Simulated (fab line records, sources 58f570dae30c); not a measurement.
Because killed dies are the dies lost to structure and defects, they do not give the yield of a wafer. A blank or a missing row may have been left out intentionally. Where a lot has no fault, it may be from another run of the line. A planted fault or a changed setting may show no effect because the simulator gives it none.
Check for tools in common || flow berkeley_cmos170 || Sample size 14 lots and 42 wafers

== WHY IT WAS OPENED ==
2 of 14 lots carry a flag on the reading M1_AL_RS at UCB170_M1_RS_MEAS_01. No-fault wafers: 0.0484 ohm/sq, standard deviation 0.00067.
Rule: a lot gets a flag if all its wafers with a number sit over 4 standard deviations from that mean, or if no wafer of it has a number. The rest of the lots are taken to be sound.

{"lot": "L179", "measured": "day 7 23:05", "on": "film_metro-01", "M1_AL_RS (ohm/sq), wafer by wafer": "0.0469 0.0476 0.0474", "flag": ""}
{"lot": "L180", "measured": "day 8 12:13", "on": "film_metro-04", "M1_AL_RS (ohm/sq), wafer by wafer": "0.0481 0.0488 0.0482", "flag": ""}
{"lot": "L182", "measured": "day 9 00:57", "on": "film_metro-01", "M1_AL_RS (ohm/sq), wafer by wafer": "0.0486 0.0488 0.0487", "flag": ""}
{"lot": "L185", "measured": "day 9 09:04", "on": "film_metro-02", "M1_AL_RS (ohm/sq), wafer by wafer": "0.0493 0.0493 0.0494", "flag": ""}
{"lot": "L188", "measured": "day 9 19:16", "on": "film_metro-01", "M1_AL_RS (ohm/sq), wafer by wafer": "0.0498 0.0495 0.0496", "flag": ""}
{"lot": "L187", "measured": "day 9 19:26", "on": "film_metro-04", "M1_AL_RS (ohm/sq), wafer by wafer": "0.0482 0.0480 0.0476", "flag": ""}
{"lot": "L184", "measured": "day 9 19:56", "on": "film_metro-01", "M1_AL_RS (ohm/sq), wafer by wafer": "0.0273 0.0272 0.0273", "flag": "FLAGGED"}
{"lot": "L189", "measured": "day 10 07:14", "on": "film_metro-02", "M1_AL_RS (ohm/sq), wafer by wafer": "0.0273 0.0271 0.0271", "flag": "FLAGGED"}
{"lot": "L192", "measured": "day 11 08:10", "on": "film_metro-01", "M1_AL_RS (ohm/sq), wafer by wafer": "0.0487 0.0484 0.0489", "flag": ""}
{"lot": "L193", "measured": "day 11 17:56", "on": "film_metro-04", "M1_AL_RS (ohm/sq), wafer by wafer": "0.0480 0.0486 0.0491", "flag": ""}
{"lot": "L195", "measured": "day 11 18:13", "on": "film_metro-01", "M1_AL_RS (ohm/sq), wafer by wafer": "0.0468 0.0466 0.0474", "flag": ""}
{"lot": "L200", "measured": "day 13 09:47", "on": "film_metro-01", "M1_AL_RS (ohm/sq), wafer by wafer": "0.0477 0.0482 0.0486", "flag": ""}
{"lot": "L201", "measured": "day 13 10:00", "on": "film_metro-02", "M1_AL_RS (ohm/sq), wafer by wafer": "0.0478 0.0488 0.0481", "flag": ""}
{"lot": "L199", "measured": "day 13 10:29", "on": "film_metro-01", "M1_AL_RS (ohm/sq), wafer by wafer": "0.0487 0.0496 0.0490", "flag": ""}
Average over the flagged lots: 0.0272 ohm/sq; offset from the usual -0.0212 ohm/sq, equal to -32 standard deviations.

== WHICH TOOL EACH LOT WENT THROUGH ==
The record keeps 1 process step preceding the reading, out of 331 steps on the route. Every cell lists first the tool, next ch and the chambers used by the sampled wafers, and last the start.
{"lot": "L179", "flag": "", "UCB170_M1_SPUTTER_00": "pvd_sputter-04, day 7 23:01"}
{"lot": "L180", "flag": "", "UCB170_M1_SPUTTER_00": "pvd_sputter-01, day 8 12:08"}
{"lot": "L182", "flag": "", "UCB170_M1_SPUTTER_00": "pvd_sputter-03, day 9 00:53"}
{"lot": "L185", "flag": "", "UCB170_M1_SPUTTER_00": "pvd_sputter-03, day 9 08:57"}
{"lot": "L188", "flag": "", "UCB170_M1_SPUTTER_00": "pvd_sputter-03, day 9 19:10"}
{"lot": "L187", "flag": "", "UCB170_M1_SPUTTER_00": "pvd_sputter-04, day 9 19:21"}
{"lot": "L184", "flag": "FLAGGED", "UCB170_M1_SPUTTER_00": "pvd_sputter-03, day 9 19:52"}
{"lot": "L189", "flag": "FLAGGED", "UCB170_M1_SPUTTER_00": "pvd_sputter-03, day 10 07:10"}
{"lot": "L192", "flag": "", "UCB170_M1_SPUTTER_00": "pvd_sputter-01, day 11 08:07"}
{"lot": "L193", "flag": "", "UCB170_M1_SPUTTER_00": "pvd_sputter-04, day 11 17:52"}
{"lot": "L195", "flag": "", "UCB170_M1_SPUTTER_00": "pvd_sputter-01, day 11 18:10"}
{"lot": "L200", "flag": "", "UCB170_M1_SPUTTER_00": "pvd_sputter-03, day 13 09:42"}
{"lot": "L201", "flag": "", "UCB170_M1_SPUTTER_00": "pvd_sputter-04, day 13 09:56"}
{"lot": "L199", "flag": "", "UCB170_M1_SPUTTER_00": "pvd_sputter-03, day 13 10:25"}
What the steps here do:
- UCB170_M1_SPUTTER_00: material Al, target thk 600 nm, time 80 s.
- UCB170_M1_RS_MEAS_01: measures by four-point-probe.

== FLAGGED OVER TOTAL, TOOL BY TOOL (the gauges that took the reading come last) ==
{"step": "UCB170_M1_SPUTTER_00", "tool": "pvd_sputter-01", "lots run": 3, "flagged": 0, "share of the flagged lots": "none", "sound lots run after its first flagged lot": "-"}
{"step": "UCB170_M1_SPUTTER_00", "tool": "pvd_sputter-03", "lots run": 7, "flagged": 2, "share of the flagged lots": "all", "sound lots run after its first flagged lot": "2 (L200,L199)"}
{"step": "UCB170_M1_SPUTTER_00", "tool": "pvd_sputter-04", "lots run": 4, "flagged": 0, "share of the flagged lots": "none", "sound lots run after its first flagged lot": "-"}
{"step": "UCB170_M1_RS_MEAS_01", "tool": "film_metro-01", "lots run": 8, "flagged": 1, "share of the flagged lots": "some", "sound lots run after its first flagged lot": "4 (L192,L195,L200,L199)"}
{"step": "UCB170_M1_RS_MEAS_01", "tool": "film_metro-02", "lots run": 3, "flagged": 1, "share of the flagged lots": "some", "sound lots run after its first flagged lot": "1 (L201)"}
{"step": "UCB170_M1_RS_MEAS_01", "tool": "film_metro-04", "lots run": 3, "flagged": 0, "share of the flagged lots": "none", "sound lots run after its first flagged lot": "-"}

== THE TABLE: WHAT IT ALLOWS ==
All flagged lots share 1 row of the table, namely pvd_sputter-03 at UCB170_M1_SPUTTER_00.
- pvd_sputter-03 at UCB170_M1_SPUTTER_00 ran 7 lots, 2 of them flagged. After the first flagged lot (L200, L199), sound lots still ran on it; a lasting fault on the whole tool would not permit that.
No row of the table ran every flagged lot and no sound lot after the first.

== WHAT THE SIMULATOR HAD INSERTED ==
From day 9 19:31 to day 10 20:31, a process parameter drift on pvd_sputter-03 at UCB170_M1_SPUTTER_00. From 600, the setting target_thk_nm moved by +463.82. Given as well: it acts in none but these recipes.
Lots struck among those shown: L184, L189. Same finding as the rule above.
